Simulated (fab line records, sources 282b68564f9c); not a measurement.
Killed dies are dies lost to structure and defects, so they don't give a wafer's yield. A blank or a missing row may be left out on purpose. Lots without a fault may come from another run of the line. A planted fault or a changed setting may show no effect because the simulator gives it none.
fab line records | flow rit_cmos
record lots=6 wafers=18 last_day=7
route steps=202 shown NSD@138 PSD@142 SDANNEAL@153 M1@202
lots that met no fault: from a run of the same line without faults
start_h: hours from the record's first day to the start of the lot's first wafer shown | wait_h: hours since the lot's step before | " the same as in the row above | L1.1+2: a row that stands for several wafers | - no value, or no start given | * or withheld: withheld | < > ~ a bound
route shown NAME@n: a module of which the file shows steps, and the number in the route of the first | usual: mean/standard deviation of fault-free wafers | same: alike in all rows | chamber/n: place in a boat | sites: the reading at each site | _std_site: their standard deviation | _edge_site: outer sites' mean less inner sites' | radius_mm: how far each site lies from the wafer's centre | mask NAME#n: copy n | behind: the tool/chamber that last shaped the wafer | hold: why the lot was held/for how many hours/how that ended | device: the transistor (n, p or np) that didn't switch | end of line: the same wafers' tests at the end of the route | a step without rows: its recipe alone | killed: dies lost to structure and defects at the first sort, not the wafer's yield | map: a wafer's dies, x killed, . not, _ none there
set.NAME: the setting as run; set.NAME@STEP: as run at that earlier step | model.NAME: the simulator's own value behind a step, which no gauge read
lots at some steps of the route; a table a step, a row a wafer
services: from which hour (start_h, from the record's first day; less than 0 if before it) a tool's chamber was out of use, for how many hours, and why
## steps
# step RIT_NSD_HARDBAKE_07
# recipe resist=NOVOLAK temp_c=140 time_s=60
# step RIT_NSD_IMPLANT_08
# recipe species=P energy_kev=25 dose_cm2=1e+15 tilt_deg=7
# step RIT_NSD_STRIP_09
# recipe chemistry=O2 time_s=180 resist=NOVOLAK platen_temp_c=withheld power_w=500 pressure_mtorr=4000 o2_flow_sccm=4000
# usual drypump_motor_current_A=5.8/0.61
# columns lot.wafer tool chamber start_h wait_h drypump_motor_current_A rf_hours_counter_h
L361.1 plasma_asher-04 0 65.79 0.1 5.8 44
L361.3 " 1 " " 6.9 -
L361.5 " 1 " " 6.9 -
L363.2 plasma_asher-03 0 78.72 0.1 5.1 44
L363.4 " 1 " " 5.1 -
L363.5 " 0 " " 5.2 -
L366.2 plasma_asher-02 0 93.53 0.1 5.6 44
L366.4 " 1 " " 5.4 -
L366.5 " 0 " " 5.6 -
L369.1 plasma_asher-04 1 107.12 0.1 6.9 48
L369.4 " 0 " " 5.8 -
L369.5 " 1 " " 6.9 -
L373.3 plasma_asher-04 1 126.90 0.1 6.8 -
L373.4 " 0 " " 5.8 -
L373.5 " 1 " " 6.9 -
L381.2 plasma_asher-04 1 163.50 0.1 6.9 54
L381.3 " 0 " " 5.8 -
L381.6 " 0 " " 5.8 -
# step RIT_NSD_TW_MEAS_10
# usual NSD_TW=3129/22
# columns lot.wafer tool chamber start_h wait_h NSD_TW
L361.1 film_metro-03 - 65.96 0.1 3116
L361.3 " - " " 3119
L361.5 " - " " 3117
L363.2 film_metro-02 - 78.90 0.1 3092
L363.4 " - " " 3106
L363.5 " - " " 3091
L366.2 film_metro-03 - 93.72 0.1 3139
L366.4 " - " " 3143
L366.5 " - " " 3135
L369.1 film_metro-03 - 107.29 0.1 3127
L369.4 " - " " 3144
L369.5 " - " " 3123
L373.3 film_metro-03 - 127.04 0.1 3143
L373.4 " - " " 3138
L373.5 " - " " 3138
L381.2 film_metro-03 - 163.68 0.1 3152
L381.3 " - " " 3168
L381.6 " - " " 3158
# step RIT_PSD_HMDS_00
# recipe prime_time_s=60 prime_temp_c=140
# step RIT_PSD_COAT_01
# recipe resist=NOVOLAK spin_rpm=3294 resist_thk_nm=1000
# step RIT_PSD_SOFTBAKE_02
# recipe resist=NOVOLAK temp_c=90 time_s=60
# step RIT_PSD_EXPOSE_03
# recipe mask_id=M10 na=0.57 target_cd_nm=40900 dose_mj=250
# step RIT_PSD_PEB_04
# recipe resist=NOVOLAK temp_c=withheld time_s=withheld
# step RIT_PSD_DEVELOP_05
# recipe resist=NOVOLAK develop_time_s=50 dev_temp_c=23
# step RIT_PSD_OVL_MEAS_06
# usual PSD_OVL=-1.0/1.4
# columns lot.wafer tool chamber start_h wait_h PSD_OVL[nm]
L361.1 overlay-01 - 66.87 - -3.5
L361.3 " - " " -3.2
L361.5 " - " " -3.7
L363.2 overlay-02 - 79.81 - -2.5
L363.4 " - " " -2.0
L363.5 " - " " -1.9
L366.2 overlay-01 - 94.85 - -0.4
L366.4 " - " " -0.7
L366.5 " - " " 1.3
L369.1 overlay-02 - 108.33 - -2.4
L369.4 " - " " -1.4
L369.5 " - " " -3.1
L373.3 overlay-01 - 128.06 - -1.2
L373.4 " - " " -3.8
L373.5 " - " " -1.6
L381.2 overlay-01 - 164.71 - -1.2
L381.3 " - " " 0.2
L381.6 " - " " 0.1
# step RIT_PSD_HARDBAKE_07
# recipe resist=NOVOLAK temp_c=140 time_s=60
# step RIT_PSD_IMPLANT_08
# recipe species=BF2 energy_kev=27 dose_cm2=5e+15 tilt_deg=7
# usual beam_on_s=12.8/0.8 dose_ions_cm2=5e+15/6e+12 faraday_current_uA=12063/680
# columns lot.wafer tool chamber start_h wait_h beam_on_s dose_ions_cm2 faraday_current_uA
L361.1 implanter-02 0 67.28 0.1 12.5 4.991e+15 12164
L361.3 " 0 " " 12.6 4.999e+15 12207
L361.5 " 0 " " 12.5 5.009e+15 12278
L363.2 implanter-04 0 80.02 0.1 14.4 5.012e+15 10659
L363.4 " 0 " " 13.8 5.008e+15 11128
L363.5 " 0 " " 14.0 5.007e+15 11031
L366.2 implanter-02 0 95.06 0.1 10.5 2.707e+15 7878
L366.4 " 0 " " 10.0 2.69e+15 8394
L366.5 " 0 " " 10.1 2.698e+15 8323
L369.1 implanter-02 0 108.51 0.1 10.1 2.685e+15 8273
L369.4 " 0 " " 10.0 2.694e+15 8320
L369.5 " 0 " " 10.4 2.693e+15 8043
L373.3 implanter-01 0 128.33 0.1 12.3 4.997e+15 12459
L373.4 " 0 " " 12.0 5.002e+15 12755
L373.5 " 0 " " 12.3 5.003e+15 12525
L381.2 implanter-01 0 164.92 0.1 11.9 4.994e+15 12775
L381.3 " 0 " " 12.5 5.002e+15 12298
L381.6 " 0 " " 12.1 4.993e+15 12701
# step RIT_PSD_STRIP_09
# recipe chemistry=O2 time_s=180 resist=NOVOLAK platen_temp_c=withheld power_w=500 pressure_mtorr=4000 o2_flow_sccm=4000
# usual drypump_motor_current_A=5.7/0.53
# columns lot.wafer tool chamber start_h wait_h drypump_motor_current_A rf_hours_counter_h
L361.1 plasma_asher-01 0 67.43 0.1 5.8 27
L361.3 " 1 " " 5.1 -
L361.5 " 0 " " 5.8 -
L363.2 plasma_asher-04 0 80.14 0.1 5.8 45
L363.4 " 0 " " 5.8 -
L363.5 " 0 " " 5.8 -
L366.2 plasma_asher-02 0 95.18 0.1 5.6 44
L366.4 " 1 " " 5.4 -
L366.5 " 1 " " 5.4 -
L369.1 plasma_asher-01 1 108.66 0.1 5.1 31
L369.4 " 1 " " 5.1 -
L369.5 " 0 " " 5.8 -
L373.3 plasma_asher-02 1 128.49 0.1 5.4 -
L373.4 " 0 " " 5.6 -
L373.5 " 1 " " 5.4 -
L381.2 plasma_asher-04 0 165.04 0.1 5.8 54
L381.3 " 1 " " 6.9 -
L381.6 " 1 " " 6.9 -
# step RIT_PSD_TW_MEAS_10
# usual PSD_TW=3443/33
# columns lot.wafer tool chamber start_h wait_h PSD_TW
L361.1 film_metro-02 - 67.61 0.1 3390
L361.3 " - " " 3401
L361.5 " - " " 3370
L363.2 film_metro-04 - 80.33 0.1 3480
L363.4 " - " " 3456
L363.5 " - " " 3460
L366.2 film_metro-02 - 95.37 0.1 3148
L366.4 " - " " 3147
L366.5 " - " " 3134
L369.1 film_metro-03 - 108.84 0.1 3194
L369.4 " - " " 3186
L369.5 " - " " 3182
L373.3 film_metro-03 - 128.63 0.1 3448
L373.4 " - " " 3435
L373.5 " - " " 3461
L381.2 film_metro-03 - 165.23 0.1 3488
L381.3 " - " " 3465
L381.6 " - " " 3452
# step RIT_SDANNEAL_CLEAN_00
# recipe chemistry=SC1 mix=3:3:50 time_s=600 temp_c=75
# step RIT_SDANNEAL_CLEAN_01
# recipe chemistry=dHF dilution=50:1 time_s=30
# step RIT_SDANNEAL_CLEAN_02
# recipe chemistry=SC2 mix=3:3:50 time_s=600 temp_c=75 dry=n2_spin
# step RIT_SDANNEAL_RTA_03
# recipe temp_c=1050 time_s=5 idle_temp_c=600 ramp_up_c_per_s=342 ramp_down_c_per_s=171 cool_to_c=600 ambient=N2
# usual wafer_temp_C_max=1053.7/1.2
# columns lot.wafer tool chamber start_h wait_h wafer_temp_C_max
L361.1 rtp_anneal-02 0 68.40 0.0 1053.2
L361.3 " 0 " " 1054.0
L361.5 " 0 " " 1053.5
L363.2 rtp_anneal-02 0 80.75 0.0 1052.5
L363.4 " 0 " " 1053.9
L363.5 " 0 " " 1055.1
L366.2 rtp_anneal-01 0 95.80 0.0 1053.6
L366.4 " 0 " " 1055.2
L366.5 " 0 " " 1053.5
L369.1 rtp_anneal-02 0 109.27 0.0 1054.1
L369.4 " 0 " " 1053.0
L369.5 " 0 " " 1054.2
L373.3 rtp_anneal-02 0 129.07 0.0 1052.3
L373.4 " 0 " " 1052.2
L373.5 " 0 " " 1053.2
L381.2 rtp_anneal-02 0 165.67 0.0 1054.1
L381.3 " 0 " " 1053.6
L381.6 " 0 " " 1056.6
# step RIT_SDANNEAL_RS_MEAS_04
# recipe thk_meas_gauge=four-point-probe
# usual PSD_RS=115.93/0.26
# columns lot.wafer tool chamber start_h wait_h PSD_RS[ohm/sq]
L361.1 film_metro-04 - 68.46 0.0 116.17
L361.3 " - " " 116.15
L361.5 " - " " 116.43
L363.2 film_metro-03 - 80.82 0.1 115.88
L363.4 " - " " 115.74
L363.5 " - " " 115.85
L366.2 film_metro-04 - 95.86 0.1 124.38
L366.4 " - " " 124.41
L366.5 " - " " 124.48
L369.1 film_metro-03 - 109.32 0.0 124.34
L369.4 " - " " 124.42
L369.5 " - " " 124.23
L373.3 film_metro-04 - 129.15 0.1 115.63
L373.4 " - " " 115.79
L373.5 " - " " 115.62
L381.2 film_metro-03 - 165.74 0.1 116.20
L381.3 " - " " 116.15
L381.6 " - " " 115.57
# step RIT_SDANNEAL_RS_MEAS_05
# recipe thk_meas_gauge=four-point-probe
# usual NSD_RS=84.58/0.25
# columns lot.wafer tool chamber start_h wait_h NSD_RS[ohm/sq]
L361.1 film_metro-04 - 68.58 0.1 84.40
L361.3 " - " " 84.61
L361.5 " - " " 84.66
L363.2 film_metro-03 - 80.94 0.1 84.25
L363.4 " - " " 84.67
L363.5 " - " " 84.67
L366.2 film_metro-04 - 95.98 0.1 84.40
L366.4 " - " " 84.34
L366.5 " - " " 84.79
L369.1 film_metro-03 - 109.44 0.1 84.90
L369.4 " - " " 84.78
L369.5 " - " " 84.50
L373.3 film_metro-04 - 129.27 0.1 84.73
L373.4 " - " " 85.00
L373.5 " - " " 84.85
L381.2 film_metro-03 - 165.86 0.1 84.57
L381.3 " - " " 84.50
L381.6 " - " " 84.81
# step RIT_M1_PROBE_99
# usual killed_at_front_end=7.1/2.7 killed_dies=7.2/2.7 killed_open=3.5/1.9 killed_short=3.6/1.9
# same gross_dies=264 killed_at_M0_to_M3=0 killed_at_M4_up=0 killed_at_back_side=0 killed_at_contacts=0 killed_at_other=0
# columns lot.wafer tool chamber start_h wait_h killed_at_front_end killed_dies killed_open killed_short model.etest.pmos_0p3.r_on_ohm_um model.etest.contact_pplus.end_ohm_um model.etest.ppoly_line.rs_ohm_sq model.etest.vpnp.gain model.etest.pmos_0p15.tox_inv_nm model.etest.diode_pplus_comb.cj_ff_um2 model.etest.diode_pplus_nwell.cj_ff_um2 model.etest.pmos_0p3.vt_sat_v
L361.1 prober-01 - 75.92 0.1 7 7 7 0 6382 42.78 17.29 1.096 4.068 1.991 1.702 -0.4974
L361.3 prober-01 - 76.02 0.2 10 10 6 4 6445 41.39 17.15 1.105 4.048 2 1.691 -0.4958
L361.5 prober-01 - 76.12 0.2 6 6 4 2 6356 41.5 17.47 1.099 4.056 1.996 1.681 -0.4968
L363.2 prober-01 - 88.26 0.1 6 6 5 1 6359 44.1 16.9 1.049 3.967 2.042 1.738 -0.4852
L363.4 prober-01 - 88.36 0.2 6 6 4 2 6144 42.71 17.15 1.044 3.924 2.065 1.773 -0.4766
L363.5 prober-01 - 88.41 0.2 8 8 2 6 6337 43.64 16.7 1.021 3.954 2.062 1.774 -0.4853
L366.2 prober-02 - 103.27 0.1 4 4 1 3 6555 55.22 17.6 0.9096 4.164 1.94 1.642 -0.5133
L366.4 prober-02 - 103.37 0.2 3 3 1 2 6580 54.85 17.6 0.918 4.172 1.95 1.63 -0.5128
L366.5 prober-02 - 103.42 0.2 8 8 6 2 6552 54.55 17.76 0.9291 4.138 1.948 1.644 -0.5104
L369.1 prober-01 - 116.60 0.1 8 8 4 4 6778 57.84 17.29 0.8959 4.292 1.959 1.636 -0.5237
L369.4 prober-01 - 116.75 0.2 4 4 2 2 6703 56.48 17.39 0.9058 4.289 1.949 1.658 -0.5231
L369.5 prober-01 - 116.80 0.2 10 10 4 5 6568 56.12 17.36 0.8966 4.197 1.947 1.653 -0.5171
L373.3 prober-01 - 136.64 0.2 6 6 3 3 6427 41.64 17.07 1.095 4.03 1.993 1.692 -0.4934
L373.4 prober-01 - 136.69 0.2 8 8 3 5 6259 42.06 16.96 1.117 4.001 1.985 1.693 -0.4827
L373.5 prober-01 - 136.74 0.2 4 4 2 2 6404 42.76 17.05 1.097 3.992 1.996 1.696 -0.4872
L381.2 prober-01 - 173.37 0.1 11 11 4 7 6249 44.35 16.84 1.023 4.05 2.02 1.769 -0.4966
L381.3 prober-01 - 173.42 0.2 9 9 4 5 6220 41.76 17.24 1.077 3.958 2.031 1.729 -0.4886
L381.6 prober-01 - 173.57 0.2 8 8 5 3 6222 42.5 17.21 1.087 3.967 2.032 1.735 -0.4829
# killed by level:class
L361.1 GATE:geometric_particle:open=2 REOX:geometric_particle:open=2 FOX1:geometric_particle:open=1 FOX2:geometric_particle:open=1 SPACER:geometric_particle:open=1
L361.3 FOX1:geometric_particle:short=2 REOX:geometric_particle:open=2 SPACER:geometric_particle:open=2 FOX2:geometric_particle:open=1 GATE:geometric_particle:open=1 REOX:geometric_particle:short=1 SPACER:geometric_particle:short=1
L361.5 GATE:geometric_particle:open=2 GATE:geometric_particle:short=2 FOX1:geometric_particle:open=1 SPACER:geometric_particle:open=1
L363.2 GATE:geometric_particle:open=3 SPACER:geometric_particle:open=2 REOX:geometric_particle:short=1
L363.4 REOX:geometric_particle:open=2 GATE:geometric_particle:short=1 GATE:geometric_particle:open=1 REOX:geometric_particle:short=1 SILICIDE:geometric_particle:open=1
L363.5 GATE:geometric_particle:short=2 REOX:geometric_particle:short=2 REOX:geometric_particle:open=2 SPACER:geometric_particle:short=1 SILICIDE:geometric_particle:short=1
L366.2 GATE:geometric_particle:short=2 SPACER:geometric_particle:short=1 SPACER:geometric_particle:open=1
L366.4 FOX1:geometric_particle:short=1 GATE:geometric_particle:open=1 SPACER:geometric_particle:short=1
L366.5 SILICIDE:geometric_particle:open=2 FOX1:geometric_particle:open=1 FOX2:geometric_particle:open=1 GATE:geometric_particle:short=1 GATE:geometric_particle:open=1 SPACER:geometric_particle:short=1 SPACER:geometric_particle:open=1
L369.1 FOX1:geometric_particle:short=2 SPACER:geometric_particle:open=2 FOX1:geometric_particle:open=1 GATE:geometric_particle:short=1 REOX:geometric_particle:short=1 SILICIDE:geometric_particle:open=1
L369.4 FOX1:geometric_particle:short=1 GATE:geometric_particle:open=1 SPACER:geometric_particle:short=1 SILICIDE:geometric_particle:open=1
L369.5 FOX1:geometric_particle:open=3 GATE:geometric_particle:short=3 FOX1:geometric_particle:short=2 SILICIDE:geometric_particle:open=1 PRETRO:coat_microbubble_printed=1
L373.3 SILICIDE:geometric_particle:open=2 GATE:geometric_particle:open=1 GATE:geometric_particle:short=1 SPACER:geometric_particle:short=1 SILICIDE:geometric_particle:short=1
L373.4 GATE:geometric_particle:short=3 REOX:geometric_particle:short=1 REOX:geometric_particle:open=1 SPACER:geometric_particle:open=1 SILICIDE:geometric_particle:short=1 SILICIDE:geometric_particle:open=1
L373.5 SILICIDE:geometric_particle:short=2 FOX1:geometric_particle:open=1 SPACER:geometric_particle:open=1
L381.2 GATE:geometric_particle:short=4 SPACER:geometric_particle:short=2 SPACER:geometric_particle:open=2 SILICIDE:geometric_particle:open=2 FOX1:geometric_particle:short=1
L381.3 REOX:geometric_particle:short=4 REOX:geometric_particle:open=3 FOX1:geometric_particle:open=1 SILICIDE:geometric_particle:short=1
L381.6 GATE:geometric_particle:short=2 GATE:geometric_particle:open=2 REOX:geometric_particle:open=2 SILICIDE:geometric_particle:open=1 SILICIDE:geometric_particle:short=1
## services
# columns tool chamber start_h hours kind
implanter-01 - 105.08 2.3 pm
plasma_asher-03 - 108.75 9.0 pm
plasma_asher-03 0 108.75 9.0 vent_cycle
plasma_asher-03 1 108.75 9.0 vent_cycle
plasma_asher-02 - 109.58 2.8 pm
plasma_asher-03 0 117.75 - clean
plasma_asher-03 1 117.75 - clean
rtp_anneal-01 - 158.18 3.7 pm
## key
first_sign step=RIT_PSD_IMPLANT_08 reading=dose_ions_cm2 direction=down sigmas=99+ usual=5e+15 struck=2.694e+15
effect step=RIT_PSD_IMPLANT_08 reading=faraday_current_uA direction=down sigmas=5.7 usual=12063 struck=8205
effect step=RIT_PSD_TW_MEAS_10 reading=PSD_TW direction=down sigmas=8.5 usual=3443 struck=3165
effect step=RIT_SDANNEAL_RS_MEAS_04 reading=PSD_RS direction=up sigmas=32 usual=115.93 struck=124.38
model_effect step=RIT_M1_PROBE_99 value=etest.pmos_0p3.r_on_ohm_um without=6408 struck=6622
met_at RIT_PSD_IMPLANT_08
struck_wafers L366.2,L366.4,L366.5,L369.1,L369.4,L369.5
tester_left_out L366,L369
onset_between 67.28 95.06
fault kind=process_parameter_drift tool=implanter-02 chamber=- onset_h=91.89 steps=RIT_PSD_IMPLANT_08 channel=dose_cm2 offset=-2.3034e+15 shape=step end_h=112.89 acts_in=these_recipes_only stated=5e+15
# tester_left_out: of these lots the tester's yield and bins aren't shown, on N5 and GAA mostly nor the transistor test; their killed dies are dies lost to structure and defects alone, not to doping, threshold or leakage, so they don't give the yield
